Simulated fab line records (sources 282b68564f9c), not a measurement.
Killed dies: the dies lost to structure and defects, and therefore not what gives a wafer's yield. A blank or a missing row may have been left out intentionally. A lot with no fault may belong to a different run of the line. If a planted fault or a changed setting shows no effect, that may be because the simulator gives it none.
fab line records || flow ritCmos
record {"lots": 15, "wafers": 45, "lastDay": 7}
route steps=202 shown NLDD@110 M1@202
lots untouched by any fault: they come from a run of this same line in which no faults occurred
startH: start of the lot's first displayed wafer, in hours after the record's first day || waitH: hours elapsed since this lot's preceding step || " the same as in the row above || L1.1+2: a single row standing in for several wafers || - no value, or no start was given || * or withheld: withheld || < > ~ a bound
route shown NAME@n: a module of which the file shows steps, and the number in the route of the first || usual: average and standard deviation across the fault-free wafers || same: alike in all rows || chamber/n: place in a boat || sites: readings site by site || _std_site: standard deviation of those values || _edge_site: outer sites' mean less inner sites' || radiusMm: how far each site lies from the wafer's centre || mask NAME#n: copy n || behind: the tool/chamber that last shaped the wafer || hold: why the lot went on hold/how many hours it stayed there/how the hold came to an end || device: names the non-switching transistor (n, p or np) || end of line: the tests these same wafers got at the end of their route || a step given without rows: its recipe and nothing more || killed: the dies lost at the first sort to structure and to defects; this is not the yield of the wafer || map: the dies of a wafer, with x for killed, . for not killed, _ for no die there
set.NAME: the setting that was run; set.NAME@STEP: the one run at that earlier step || model.NAME: the simulator's own value behind a step, which no gauge read
one table for each step of the route and one row for each wafer, over a sample of lots
## steps
# step RIT_NLDD_HARDBAKE_07
# recipe {"resist": "NOVOLAK", "tempC": 140, "timeS": 60}
# usual {"chillPlateTempC": "22.99/0.093", "heaterPowerTotalW": "62.54/0.046", "plateTempC": "140.02/0.13"}
{"lot.wafer": "L997.3", "tool": "lithoTrack-04", "chamber": 0, "startH": 58.12, "waitH": 0.1, "chillPlateTempC": 22.95, "heaterPowerTotalW": 62.58, "plateTempC": 139.96}
{"lot.wafer": "L997.5", "tool": "lithoTrack-04", "chamber": 0, "startH": 58.12, "waitH": 0.1, "chillPlateTempC": 22.96, "heaterPowerTotalW": 62.51, "plateTempC": 140.02}
{"lot.wafer": "L997.6", "tool": "lithoTrack-04", "chamber": 0, "startH": 58.12, "waitH": 0.1, "chillPlateTempC": 23.15, "heaterPowerTotalW": 62.53, "plateTempC": 140.02}
{"lot.wafer": "L999.1", "tool": "lithoTrack-04", "chamber": 0, "startH": 63.40, "waitH": 0.0, "chillPlateTempC": 22.82, "heaterPowerTotalW": 62.52, "plateTempC": 139.91}
{"lot.wafer": "L999.3", "tool": "lithoTrack-04", "chamber": 0, "startH": 63.40, "waitH": 0.0, "chillPlateTempC": 22.93, "heaterPowerTotalW": 62.59, "plateTempC": 139.99}
{"lot.wafer": "L999.5", "tool": "lithoTrack-04", "chamber": 0, "startH": 63.40, "waitH": 0.0, "chillPlateTempC": 22.91, "heaterPowerTotalW": 62.52, "plateTempC": 139.72}
{"lot.wafer": "L101.1", "tool": "lithoTrack-04", "chamber": 0, "startH": 71.86, "waitH": 0.0, "chillPlateTempC": 23.02, "heaterPowerTotalW": 62.53, "plateTempC": 140.02}
{"lot.wafer": "L101.3", "tool": "lithoTrack-04", "chamber": 0, "startH": 71.86, "waitH": 0.0, "chillPlateTempC": 23.12, "heaterPowerTotalW": 62.55, "plateTempC": 140.09}
{"lot.wafer": "L101.6", "tool": "lithoTrack-04", "chamber": 0, "startH": 71.86, "waitH": 0.0, "chillPlateTempC": 23.13, "heaterPowerTotalW": 62.57, "plateTempC": 140.16}
{"lot.wafer": "L102.3", "tool": "lithoTrack-03", "chamber": 0, "startH": 80.60, "waitH": 0.1, "chillPlateTempC": 23.02, "heaterPowerTotalW": 62.55, "plateTempC": 139.95}
{"lot.wafer": "L102.4", "tool": "lithoTrack-03", "chamber": 0, "startH": 80.60, "waitH": 0.1, "chillPlateTempC": 22.90, "heaterPowerTotalW": 62.57, "plateTempC": 140.18}
{"lot.wafer": "L102.5", "tool": "lithoTrack-03", "chamber": 0, "startH": 80.60, "waitH": 0.1, "chillPlateTempC": 23.00, "heaterPowerTotalW": 62.47, "plateTempC": 139.97}
{"lot.wafer": "L103.2", "tool": "lithoTrack-03", "chamber": 0, "startH": 83.00, "waitH": 0.0, "chillPlateTempC": 23.02, "heaterPowerTotalW": 62.56, "plateTempC": 140.08}
{"lot.wafer": "L103.4", "tool": "lithoTrack-03", "chamber": 0, "startH": 83.00, "waitH": 0.0, "chillPlateTempC": 22.99, "heaterPowerTotalW": 62.41, "plateTempC": 139.90}
{"lot.wafer": "L103.5", "tool": "lithoTrack-03", "chamber": 0, "startH": 83.00, "waitH": 0.0, "chillPlateTempC": 23.15, "heaterPowerTotalW": 62.55, "plateTempC": 140.13}
{"lot.wafer": "L105.1", "tool": "lithoTrack-04", "chamber": 0, "startH": 85.66, "waitH": 0.0, "chillPlateTempC": 22.97, "heaterPowerTotalW": 62.43, "plateTempC": 140.24}
{"lot.wafer": "L105.2", "tool": "lithoTrack-04", "chamber": 0, "startH": 85.66, "waitH": 0.0, "chillPlateTempC": 22.81, "heaterPowerTotalW": 62.48, "plateTempC": 139.89}
{"lot.wafer": "L105.4", "tool": "lithoTrack-04", "chamber": 0, "startH": 85.66, "waitH": 0.0, "chillPlateTempC": 22.83, "heaterPowerTotalW": 62.58, "plateTempC": 140.35}
{"lot.wafer": "L104.3", "tool": "lithoTrack-03", "chamber": 0, "startH": 87.48, "waitH": 0.1, "chillPlateTempC": 23.03, "heaterPowerTotalW": 63.83, "plateTempC": 142.28}
{"lot.wafer": "L104.4", "tool": "lithoTrack-03", "chamber": 0, "startH": 87.48, "waitH": 0.1, "chillPlateTempC": 22.87, "heaterPowerTotalW": 63.79, "plateTempC": 142.20}
{"lot.wafer": "L104.6", "tool": "lithoTrack-03", "chamber": 0, "startH": 87.48, "waitH": 0.1, "chillPlateTempC": 23.05, "heaterPowerTotalW": 63.78, "plateTempC": 142.34}
{"lot.wafer": "L110.1", "tool": "lithoTrack-03", "chamber": 0, "startH": 108.01, "waitH": 0.0, "chillPlateTempC": 22.95, "heaterPowerTotalW": 63.80, "plateTempC": 142.24}
{"lot.wafer": "L110.3", "tool": "lithoTrack-03", "chamber": 0, "startH": 108.01, "waitH": 0.0, "chillPlateTempC": 22.99, "heaterPowerTotalW": 63.78, "plateTempC": 142.23}
{"lot.wafer": "L110.5", "tool": "lithoTrack-03", "chamber": 0, "startH": 108.01, "waitH": 0.0, "chillPlateTempC": 22.92, "heaterPowerTotalW": 63.83, "plateTempC": 142.07}
{"lot.wafer": "L111.2", "tool": "lithoTrack-03", "chamber": 0, "startH": 113.29, "waitH": 0.2, "chillPlateTempC": 22.91, "heaterPowerTotalW": 63.84, "plateTempC": 142.20}
{"lot.wafer": "L111.4", "tool": "lithoTrack-03", "chamber": 0, "startH": 113.29, "waitH": 0.2, "chillPlateTempC": 22.85, "heaterPowerTotalW": 63.81, "plateTempC": 142.27}
{"lot.wafer": "L111.6", "tool": "lithoTrack-03", "chamber": 0, "startH": 113.29, "waitH": 0.2, "chillPlateTempC": 23.05, "heaterPowerTotalW": 63.84, "plateTempC": 142.27}
{"lot.wafer": "L112.2", "tool": "lithoTrack-04", "chamber": 0, "startH": 118.29, "waitH": 0.3, "chillPlateTempC": 23.10, "heaterPowerTotalW": 62.56, "plateTempC": 140.05}
{"lot.wafer": "L112.3", "tool": "lithoTrack-04", "chamber": 0, "startH": 118.29, "waitH": 0.3, "chillPlateTempC": 23.16, "heaterPowerTotalW": 62.53, "plateTempC": 140.26}
{"lot.wafer": "L112.6", "tool": "lithoTrack-04", "chamber": 0, "startH": 118.29, "waitH": 0.3, "chillPlateTempC": 22.98, "heaterPowerTotalW": 62.50, "plateTempC": 139.98}
{"lot.wafer": "L114.1", "tool": "lithoTrack-01", "chamber": 0, "startH": 126.08, "waitH": 0.0, "chillPlateTempC": 22.93, "heaterPowerTotalW": 62.54, "plateTempC": 139.85}
{"lot.wafer": "L114.2", "tool": "lithoTrack-01", "chamber": 0, "startH": 126.08, "waitH": 0.0, "chillPlateTempC": 23.05, "heaterPowerTotalW": 62.58, "plateTempC": 139.80}
{"lot.wafer": "L114.4", "tool": "lithoTrack-01", "chamber": 0, "startH": 126.08, "waitH": 0.0, "chillPlateTempC": 23.00, "heaterPowerTotalW": 62.54, "plateTempC": 139.76}
{"lot.wafer": "L115.3", "tool": "lithoTrack-04", "chamber": 0, "startH": 133.21, "waitH": 0.1, "chillPlateTempC": 23.06, "heaterPowerTotalW": 62.54, "plateTempC": 140.05}
{"lot.wafer": "L115.4", "tool": "lithoTrack-04", "chamber": 0, "startH": 133.21, "waitH": 0.1, "chillPlateTempC": 23.15, "heaterPowerTotalW": 62.56, "plateTempC": 140.09}
{"lot.wafer": "L115.6", "tool": "lithoTrack-04", "chamber": 0, "startH": 133.21, "waitH": 0.1, "chillPlateTempC": 23.01, "heaterPowerTotalW": 62.54, "plateTempC": 140.00}
{"lot.wafer": "L116.1", "tool": "lithoTrack-01", "chamber": 0, "startH": 137.12, "waitH": 0.0, "chillPlateTempC": 22.97, "heaterPowerTotalW": 62.62, "plateTempC": 139.99}
{"lot.wafer": "L116.2", "tool": "lithoTrack-01", "chamber": 0, "startH": 137.12, "waitH": 0.0, "chillPlateTempC": 22.95, "heaterPowerTotalW": 62.60, "plateTempC": 140.07}
{"lot.wafer": "L116.5", "tool": "lithoTrack-01", "chamber": 0, "startH": 137.12, "waitH": 0.0, "chillPlateTempC": 22.88, "heaterPowerTotalW": 62.53, "plateTempC": 140.07}
{"lot.wafer": "L118.4", "tool": "lithoTrack-01", "chamber": 0, "startH": 151.67, "waitH": 0.1, "chillPlateTempC": 22.78, "heaterPowerTotalW": 62.60, "plateTempC": 139.94}
{"lot.wafer": "L118.5", "tool": "lithoTrack-01", "chamber": 0, "startH": 151.67, "waitH": 0.1, "chillPlateTempC": 22.95, "heaterPowerTotalW": 62.56, "plateTempC": 139.77}
{"lot.wafer": "L118.6", "tool": "lithoTrack-01", "chamber": 0, "startH": 151.67, "waitH": 0.1, "chillPlateTempC": 22.96, "heaterPowerTotalW": 62.55, "plateTempC": 139.91}
{"lot.wafer": "L120.1", "tool": "lithoTrack-01", "chamber": 0, "startH": 160.61, "waitH": 0.0, "chillPlateTempC": 23.05, "heaterPowerTotalW": 62.59, "plateTempC": 140.01}
{"lot.wafer": "L120.5", "tool": "lithoTrack-01", "chamber": 0, "startH": 160.61, "waitH": 0.0, "chillPlateTempC": 22.97, "heaterPowerTotalW": 62.60, "plateTempC": 140.09}
{"lot.wafer": "L120.6", "tool": "lithoTrack-01", "chamber": 0, "startH": 160.61, "waitH": 0.0, "chillPlateTempC": 23.01, "heaterPowerTotalW": 62.61, "plateTempC": 140.13}
# step RIT_M1_PROBE_99
# usual {"killed_at_M0_to_M3": "0.0/0.083", "killedAtContacts": "0.1/0.38", "killedAtFrontEnd": "7/3.2", "killedDies": "7/3.2", "killedOpen": "3.6/2.1", "killedShort": "3.5/2"}
# same {"grossDies": 264, "killed_at_M4_up": 0, "killedAtBackSide": 0, "killedAtOther": 0}
{"lot.wafer": "L997.3", "tool": "prober-01", "chamber": "-", "startH": 75.35, "waitH": 0.2, "killed_at_M0_to_M3": 0, "killedAtContacts": 0, "killedAtFrontEnd": 5, "killedDies": 5, "killedOpen": 3, "killedShort": 2}
{"lot.wafer": "L997.5", "tool": "prober-01", "chamber": "-", "startH": 75.45, "waitH": 0.2, "killed_at_M0_to_M3": 0, "killedAtContacts": 0, "killedAtFrontEnd": 2, "killedDies": 2, "killedOpen": 2, "killedShort": 0}
{"lot.wafer": "L997.6", "tool": "prober-01", "chamber": "-", "startH": 75.50, "waitH": 0.2, "killed_at_M0_to_M3": 0, "killedAtContacts": 0, "killedAtFrontEnd": 3, "killedDies": 3, "killedOpen": 2, "killedShort": 1}
{"lot.wafer": "L999.1", "tool": "prober-02", "chamber": "-", "startH": 80.35, "waitH": 0.1, "killed_at_M0_to_M3": 0, "killedAtContacts": 0, "killedAtFrontEnd": 7, "killedDies": 7, "killedOpen": 4, "killedShort": 3}
{"lot.wafer": "L999.3", "tool": "prober-02", "chamber": "-", "startH": 80.45, "waitH": 0.2, "killed_at_M0_to_M3": 0, "killedAtContacts": 0, "killedAtFrontEnd": 5, "killedDies": 5, "killedOpen": 1, "killedShort": 4}
{"lot.wafer": "L999.5", "tool": "prober-02", "chamber": "-", "startH": 80.55, "waitH": 0.2, "killed_at_M0_to_M3": 0, "killedAtContacts": 0, "killedAtFrontEnd": 5, "killedDies": 5, "killedOpen": 4, "killedShort": 1}
{"lot.wafer": "L101.1", "tool": "prober-01", "chamber": "-", "startH": 89.23, "waitH": 0.1, "killed_at_M0_to_M3": 0, "killedAtContacts": 0, "killedAtFrontEnd": 7, "killedDies": 7, "killedOpen": 3, "killedShort": 4}
{"lot.wafer": "L101.3", "tool": "prober-01", "chamber": "-", "startH": 89.33, "waitH": 0.2, "killed_at_M0_to_M3": 0, "killedAtContacts": 0, "killedAtFrontEnd": 6, "killedDies": 6, "killedOpen": 3, "killedShort": 3}
{"lot.wafer": "L101.6", "tool": "prober-01", "chamber": "-", "startH": 89.48, "waitH": 0.2, "killed_at_M0_to_M3": 0, "killedAtContacts": 0, "killedAtFrontEnd": 10, "killedDies": 10, "killedOpen": 3, "killedShort": 7}
{"lot.wafer": "L102.3", "tool": "prober-02", "chamber": "-", "startH": 97.14, "waitH": 0.2, "killed_at_M0_to_M3": 0, "killedAtContacts": 0, "killedAtFrontEnd": 13, "killedDies": 13, "killedOpen": 8, "killedShort": 5}
{"lot.wafer": "L102.4", "tool": "prober-02", "chamber": "-", "startH": 97.19, "waitH": 0.2, "killed_at_M0_to_M3": 0, "killedAtContacts": 0, "killedAtFrontEnd": 8, "killedDies": 8, "killedOpen": 4, "killedShort": 4}
{"lot.wafer": "L102.5", "tool": "prober-02", "chamber": "-", "startH": 97.24, "waitH": 0.2, "killed_at_M0_to_M3": 0, "killedAtContacts": 0, "killedAtFrontEnd": 3, "killedDies": 3, "killedOpen": 0, "killedShort": 3}
{"lot.wafer": "L103.2", "tool": "prober-01", "chamber": "-", "startH": 98.62, "waitH": 0.1, "killed_at_M0_to_M3": 0, "killedAtContacts": 0, "killedAtFrontEnd": 6, "killedDies": 6, "killedOpen": 3, "killedShort": 3}
{"lot.wafer": "L103.4", "tool": "prober-01", "chamber": "-", "startH": 98.72, "waitH": 0.2, "killed_at_M0_to_M3": 0, "killedAtContacts": 0, "killedAtFrontEnd": 10, "killedDies": 10, "killedOpen": 3, "killedShort": 7}
{"lot.wafer": "L103.5", "tool": "prober-01", "chamber": "-", "startH": 98.77, "waitH": 0.2, "killed_at_M0_to_M3": 0, "killedAtContacts": 0, "killedAtFrontEnd": 6, "killedDies": 6, "killedOpen": 2, "killedShort": 4}
{"lot.wafer": "L105.1", "tool": "prober-02", "chamber": "-", "startH": 102.46, "waitH": 0.1, "killed_at_M0_to_M3": 0, "killedAtContacts": 0, "killedAtFrontEnd": 8, "killedDies": 8, "killedOpen": 2, "killedShort": 6}
{"lot.wafer": "L105.2", "tool": "prober-02", "chamber": "-", "startH": 102.51, "waitH": 0.1, "killed_at_M0_to_M3": 0, "killedAtContacts": 0, "killedAtFrontEnd": 6, "killedDies": 6, "killedOpen": 2, "killedShort": 4}
{"lot.wafer": "L105.4", "tool": "prober-02", "chamber": "-", "startH": 102.61, "waitH": 0.2, "killed_at_M0_to_M3": 0, "killedAtContacts": 0, "killedAtFrontEnd": 5, "killedDies": 5, "killedOpen": 3, "killedShort": 2}
{"lot.wafer": "L104.3", "tool": "prober-01", "chamber": "-", "startH": 103.93, "waitH": 0.2, "killed_at_M0_to_M3": 0, "killedAtContacts": 0, "killedAtFrontEnd": 7, "killedDies": 7, "killedOpen": 2, "killedShort": 5}
{"lot.wafer": "L104.4", "tool": "prober-01", "chamber": "-", "startH": 103.98, "waitH": 0.2, "killed_at_M0_to_M3": 0, "killedAtContacts": 0, "killedAtFrontEnd": 4, "killedDies": 4, "killedOpen": 1, "killedShort": 2}
{"lot.wafer": "L104.6", "tool": "prober-01", "chamber": "-", "startH": 104.08, "waitH": 0.2, "killed_at_M0_to_M3": 0, "killedAtContacts": 0, "killedAtFrontEnd": 6, "killedDies": 6, "killedOpen": 5, "killedShort": 1}
{"lot.wafer": "L110.1", "tool": "prober-02", "chamber": "-", "startH": 123.66, "waitH": 0.1, "killed_at_M0_to_M3": 0, "killedAtContacts": 0, "killedAtFrontEnd": 8, "killedDies": 8, "killedOpen": 5, "killedShort": 3}
{"lot.wafer": "L110.3", "tool": "prober-02", "chamber": "-", "startH": 123.76, "waitH": 0.2, "killed_at_M0_to_M3": 0, "killedAtContacts": 0, "killedAtFrontEnd": 4, "killedDies": 4, "killedOpen": 2, "killedShort": 2}
{"lot.wafer": "L110.5", "tool": "prober-02", "chamber": "-", "startH": 123.86, "waitH": 0.2, "killed_at_M0_to_M3": 0, "killedAtContacts": 0, "killedAtFrontEnd": 5, "killedDies": 5, "killedOpen": 1, "killedShort": 4}
{"lot.wafer": "L111.2", "tool": "prober-01", "chamber": "-", "startH": 128.83, "waitH": 0.1, "killed_at_M0_to_M3": 0, "killedAtContacts": 0, "killedAtFrontEnd": 4, "killedDies": 4, "killedOpen": 2, "killedShort": 2}
{"lot.wafer": "L111.4", "tool": "prober-01", "chamber": "-", "startH": 128.93, "waitH": 0.2, "killed_at_M0_to_M3": 0, "killedAtContacts": 0, "killedAtFrontEnd": 10, "killedDies": 10, "killedOpen": 6, "killedShort": 4}
{"lot.wafer": "L111.6", "tool": "prober-01", "chamber": "-", "startH": 129.03, "waitH": 0.2, "killed_at_M0_to_M3": 0, "killedAtContacts": 0, "killedAtFrontEnd": 8, "killedDies": 8, "killedOpen": 4, "killedShort": 4}
{"lot.wafer": "L112.2", "tool": "prober-02", "chamber": "-", "startH": 135.06, "waitH": 0.1, "killed_at_M0_to_M3": 0, "killedAtContacts": 0, "killedAtFrontEnd": 9, "killedDies": 9, "killedOpen": 3, "killedShort": 6}
{"lot.wafer": "L112.3", "tool": "prober-02", "chamber": "-", "startH": 135.11, "waitH": 0.2, "killed_at_M0_to_M3": 0, "killedAtContacts": 0, "killedAtFrontEnd": 5, "killedDies": 5, "killedOpen": 1, "killedShort": 4}
{"lot.wafer": "L112.6", "tool": "prober-02", "chamber": "-", "startH": 135.26, "waitH": 0.2, "killed_at_M0_to_M3": 0, "killedAtContacts": 1, "killedAtFrontEnd": 7, "killedDies": 8, "killedOpen": 4, "killedShort": 4}
{"lot.wafer": "L114.1", "tool": "prober-02", "chamber": "-", "startH": 141.77, "waitH": 0.1, "killed_at_M0_to_M3": 0, "killedAtContacts": 0, "killedAtFrontEnd": 4, "killedDies": 4, "killedOpen": 2, "killedShort": 2}
{"lot.wafer": "L114.2", "tool": "prober-02", "chamber": "-", "startH": 141.82, "waitH": 0.1, "killed_at_M0_to_M3": 0, "killedAtContacts": 0, "killedAtFrontEnd": 9, "killedDies": 9, "killedOpen": 6, "killedShort": 3}
{"lot.wafer": "L114.4", "tool": "prober-02", "chamber": "-", "startH": 141.92, "waitH": 0.2, "killed_at_M0_to_M3": 0, "killedAtContacts": 0, "killedAtFrontEnd": 5, "killedDies": 5, "killedOpen": 4, "killedShort": 1}
{"lot.wafer": "L115.3", "tool": "prober-01", "chamber": "-", "startH": 149.37, "waitH": 0.2, "killed_at_M0_to_M3": 0, "killedAtContacts": 0, "killedAtFrontEnd": 9, "killedDies": 9, "killedOpen": 6, "killedShort": 3}
{"lot.wafer": "L115.4", "tool": "prober-01", "chamber": "-", "startH": 149.42, "waitH": 0.2, "killed_at_M0_to_M3": 0, "killedAtContacts": 0, "killedAtFrontEnd": 10, "killedDies": 10, "killedOpen": 6, "killedShort": 4}
{"lot.wafer": "L115.6", "tool": "prober-01", "chamber": "-", "startH": 149.52, "waitH": 0.2, "killed_at_M0_to_M3": 0, "killedAtContacts": 0, "killedAtFrontEnd": 7, "killedDies": 7, "killedOpen": 3, "killedShort": 4}
{"lot.wafer": "L116.1", "tool": "prober-02", "chamber": "-", "startH": 152.58, "waitH": 0.1, "killed_at_M0_to_M3": 0, "killedAtContacts": 0, "killedAtFrontEnd": 11, "killedDies": 11, "killedOpen": 3, "killedShort": 8}
{"lot.wafer": "L116.2", "tool": "prober-02", "chamber": "-", "startH": 152.63, "waitH": 0.1, "killed_at_M0_to_M3": 0, "killedAtContacts": 0, "killedAtFrontEnd": 7, "killedDies": 7, "killedOpen": 1, "killedShort": 6}
{"lot.wafer": "L116.5", "tool": "prober-02", "chamber": "-", "startH": 152.78, "waitH": 0.2, "killed_at_M0_to_M3": 0, "killedAtContacts": 0, "killedAtFrontEnd": 14, "killedDies": 14, "killedOpen": 6, "killedShort": 8}
{"lot.wafer": "L118.4", "tool": "prober-02", "chamber": "-", "startH": 168.70, "waitH": 0.2, "killed_at_M0_to_M3": 0, "killedAtContacts": 0, "killedAtFrontEnd": 3, "killedDies": 3, "killedOpen": 2, "killedShort": 1}
{"lot.wafer": "L118.5", "tool": "prober-02", "chamber": "-", "startH": 168.75, "waitH": 0.2, "killed_at_M0_to_M3": 1, "killedAtContacts": 0, "killedAtFrontEnd": 10, "killedDies": 11, "killedOpen": 4, "killedShort": 4}
{"lot.wafer": "L118.6", "tool": "prober-02", "chamber": "-", "startH": 168.80, "waitH": 0.2, "killed_at_M0_to_M3": 0, "killedAtContacts": 1, "killedAtFrontEnd": 3, "killedDies": 4, "killedOpen": 2, "killedShort": 2}
{"lot.wafer": "L120.1", "tool": "prober-02", "chamber": "-", "startH": 176.31, "waitH": 0.1, "killed_at_M0_to_M3": 0, "killedAtContacts": 0, "killedAtFrontEnd": 4, "killedDies": 4, "killedOpen": 0, "killedShort": 4}
{"lot.wafer": "L120.5", "tool": "prober-02", "chamber": "-", "startH": 176.51, "waitH": 0.2, "killed_at_M0_to_M3": 0, "killedAtContacts": 0, "killedAtFrontEnd": 5, "killedDies": 5, "killedOpen": 3, "killedShort": 2}
{"lot.wafer": "L120.6", "tool": "prober-02", "chamber": "-", "startH": 176.56, "waitH": 0.2, "killed_at_M0_to_M3": 0, "killedAtContacts": 0, "killedAtFrontEnd": 1, "killedDies": 1, "killedOpen": 0, "killedShort": 1}
# killed by level:class
L997.3 FOX1:geometricParticle:open=1 FOX2:geometricParticle:open=1 GATE:geometricParticle:open=1 GATE:geometricParticle:short=1 REOX:geometricParticle:short=1
L997.5 FOX1:geometricParticle:open=1 GATE:geometricParticle:open=1
L997.6 FOX2:geometricParticle:short=1 GATE:geometricParticle:open=1 SPACER:geometricParticle:open=1
L999.1 FOX1:geometricParticle:open=3 FOX2:geometricParticle:short=1 REOX:geometricParticle:short=1 SILICIDE:geometricParticle:short=1 SILICIDE:geometricParticle:open=1
L999.3 FOX2:geometricParticle:short=1 REOX:geometricParticle:short=1 SPACER:geometricParticle:short=1 SILICIDE:geometricParticle:short=1 SILICIDE:geometricParticle:open=1
L999.5 FOX1:geometricParticle:open=1 GATE:geometricParticle:open=1 SPACER:geometricParticle:short=1 SPACER:geometricParticle:open=1 SILICIDE:geometricParticle:open=1
L101.1 REOX:geometricParticle:short=2 GATE:geometricParticle:short=1 GATE:geometricParticle:open=1 REOX:geometricParticle:open=1 SPACER:geometricParticle:short=1 SILICIDE:geometricParticle:open=1
L101.3 FOX1:geometricParticle:short=1 FOX2:geometricParticle:open=1 GATE:geometricParticle:open=1 GATE:geometricParticle:short=1 REOX:geometricParticle:short=1 SPACER:geometricParticle:open=1
L101.6 GATE:geometricParticle:short=5 FOX1:geometricParticle:open=1 FOX1:geometricParticle:short=1 GATE:geometricParticle:open=1 REOX:geometricParticle:open=1 SILICIDE:geometricParticle:short=1
L102.3 SILICIDE:geometricParticle:open=4 GATE:geometricParticle:open=2 FOX1:geometricParticle:short=1 FOX1:geometricParticle:open=1 FOX2:geometricParticle:short=1 GATE:geometricParticle:short=1 REOX:geometricParticle:short=1 SPACER:geometricParticle:short=1
L102.4 GATE:geometricParticle:short=2 REOX:geometricParticle:short=2 SPACER:geometricParticle:open=2 FOX1:geometricParticle:open=1 GATE:geometricParticle:open=1
L102.5 GATE:geometricParticle:short=3
L103.2 GATE:geometricParticle:open=2 FOX1:geometricParticle:short=1 GATE:geometricParticle:short=1 REOX:geometricParticle:short=1 REOX:geometricParticle:open=1
L103.4 GATE:geometricParticle:short=7 FOX2:geometricParticle:open=2 FOX1:geometricParticle:open=1
L103.5 FOX1:geometricParticle:short=1 FOX2:geometricParticle:short=1 GATE:geometricParticle:short=1 GATE:geometricParticle:open=1 SPACER:geometricParticle:open=1 SPACER:geometricParticle:short=1
L105.1 FOX1:geometricParticle:short=2 GATE:geometricParticle:short=2 SILICIDE:geometricParticle:open=2 REOX:geometricParticle:short=1 SILICIDE:geometricParticle:short=1
L105.2 REOX:geometricParticle:short=2 FOX2:geometricParticle:open=1 SPACER:geometricParticle:short=1 SILICIDE:geometricParticle:open=1 SILICIDE:geometricParticle:short=1
L105.4 FOX1:geometricParticle:short=1 REOX:geometricParticle:short=1 REOX:geometricParticle:open=1 SPACER:geometricParticle:open=1 SILICIDE:geometricParticle:open=1
L104.3 GATE:geometricParticle:short=3 SILICIDE:geometricParticle:short=2 GATE:geometricParticle:open=1 SILICIDE:geometricParticle:open=1
L104.4 FOX1:geometricParticle:short=1 SPACER:geometricParticle:open=1 SILICIDE:geometricParticle:short=1 NLDD:coatMicrobubblePrinted=1
L104.6 SPACER:geometricParticle:open=4 GATE:geometricParticle:open=1 SPACER:geometricParticle:short=1
L110.1 GATE:geometricParticle:open=2 FOX1:geometricParticle:open=1 FOX1:geometricParticle:short=1 GATE:geometricParticle:short=1 REOX:geometricParticle:open=1 SPACER:geometricParticle:open=1 SPACER:geometricParticle:short=1
L110.3 FOX1:geometricParticle:short=1 GATE:geometricParticle:open=1 REOX:geometricParticle:open=1 SILICIDE:geometricParticle:short=1
L110.5 GATE:geometricParticle:short=4 SPACER:geometricParticle:open=1
L111.2 GATE:geometricParticle:open=1 REOX:geometricParticle:short=1 SPACER:geometricParticle:short=1 SILICIDE:geometricParticle:open=1
L111.4 GATE:geometricParticle:open=3 FOX1:geometricParticle:short=2 SPACER:geometricParticle:open=2 GATE:geometricParticle:short=1 REOX:geometricParticle:open=1 SPACER:geometricParticle:short=1
L111.6 GATE:geometricParticle:short=2 GATE:geometricParticle:open=2 FOX1:geometricParticle:open=1 REOX:geometricParticle:short=1 REOX:geometricParticle:open=1 SPACER:geometricParticle:short=1
L112.2 FOX2:geometricParticle:open=2 GATE:geometricParticle:short=2 FOX2:geometricParticle:short=1 REOX:geometricParticle:short=1 SPACER:geometricParticle:open=1 SPACER:geometricParticle:short=1 SILICIDE:geometricParticle:short=1
L112.3 GATE:geometricParticle:short=2 FOX1:geometricParticle:short=1 SPACER:geometricParticle:open=1 SPACER:geometricParticle:short=1
L112.6 GATE:geometricParticle:open=3 FOX1:geometricParticle:short=1 FOX2:geometricParticle:open=1 FOX2:geometricParticle:short=1 GATE:geometricParticle:short=1 CONTACT:geometricParticle:short=1
L114.1 FOX1:geometricParticle:short=1 GATE:geometricParticle:open=1 REOX:geometricParticle:short=1 SPACER:geometricParticle:open=1
L114.2 FOX2:geometricParticle:open=2 REOX:geometricParticle:short=2 SILICIDE:geometricParticle:open=2 FOX1:geometricParticle:open=1 GATE:geometricParticle:short=1 REOX:geometricParticle:open=1
L114.4 FOX1:geometricParticle:open=2 FOX1:geometricParticle:short=1 REOX:geometricParticle:open=1 SPACER:geometricParticle:open=1
L115.3 GATE:geometricParticle:open=2 REOX:geometricParticle:open=2 FOX1:geometricParticle:open=1 FOX2:geometricParticle:short=1 REOX:geometricParticle:short=1 SPACER:geometricParticle:short=1 SILICIDE:geometricParticle:open=1
L115.4 FOX2:geometricParticle:open=3 REOX:geometricParticle:short=3 FOX1:geometricParticle:short=1 GATE:geometricParticle:open=1 REOX:geometricParticle:open=1 SPACER:geometricParticle:open=1
L115.6 FOX1:geometricParticle:short=2 FOX1:geometricParticle:open=1 GATE:geometricParticle:open=1 REOX:geometricParticle:open=1 REOX:geometricParticle:short=1 SPACER:geometricParticle:short=1
L116.1 FOX1:geometricParticle:short=3 FOX2:geometricParticle:short=2 FOX1:geometricParticle:open=1 FOX2:geometricParticle:open=1 GATE:geometricParticle:short=1 GATE:geometricParticle:open=1 SPACER:geometricParticle:short=1 SILICIDE:geometricParticle:short=1
L116.2 FOX2:geometricParticle:short=2 GATE:geometricParticle:short=2 FOX1:geometricParticle:open=1 FOX1:geometricParticle:short=1 SPACER:geometricParticle:short=1
L116.5 GATE:geometricParticle:short=4 FOX2:geometricParticle:open=2 SILICIDE:geometricParticle:open=2 SILICIDE:geometricParticle:short=2 FOX1:geometricParticle:short=1 FOX1:geometricParticle:open=1 FOX2:geometricParticle:short=1 GATE:geometricParticle:open=1
L118.4 FOX1:geometricParticle:open=1 GATE:geometricParticle:short=1 REOX:geometricParticle:open=1
L118.5 NSD:coatMicrobubblePrinted=3 REOX:geometricParticle:short=2 SILICIDE:geometricParticle:open=2 FOX2:geometricParticle:short=1 GATE:geometricParticle:short=1 REOX:geometricParticle:open=1 M1:geometricParticle:open=1
L118.6 FOX2:geometricParticle:open=2 SPACER:geometricParticle:short=1 CONTACT:geometricParticle:short=1
L120.1 GATE:geometricParticle:short=1 REOX:geometricParticle:short=1 SPACER:geometricParticle:short=1 SILICIDE:geometricParticle:short=1
L120.5 GATE:geometricParticle:short=2 SPACER:geometricParticle:open=2 REOX:geometricParticle:open=1
L120.6 FOX1:geometricParticle:short=1
## key
firstSign {"step": "RIT_NLDD_HARDBAKE_07", "reading": "heaterPowerTotalW", "direction": "up", "sigmas": 27, "usual": 62.54, "struck": 63.81}
effect {"step": "RIT_NLDD_HARDBAKE_07", "reading": "plateTempC", "direction": "up", "sigmas": 17, "usual": "*", "struck": "*"}
metAt RIT_NLDD_HARDBAKE_07
struckLots L104,L110,L111
testerLeftOut L104,L110,L111
onsetBetween 83.00 87.48
fault {"kind": "processParameterDrift", "tool": "lithoTrack-03", "chamber": "-", "onsetH": 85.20, "steps": "RIT_NLDD_HARDBAKE_07", "channel": "tempC", "offset": "*", "shape": "step", "endH": 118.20, "actsIn": "*", "stated": "*"}
# testerLeftOut: of these lots the tester's yield and bins aren't shown, on N5 and GAA mostly nor the transistor test; their killed dies are dies lost to structure and defects alone, not to doping, threshold or leakage, so they don't give the yield
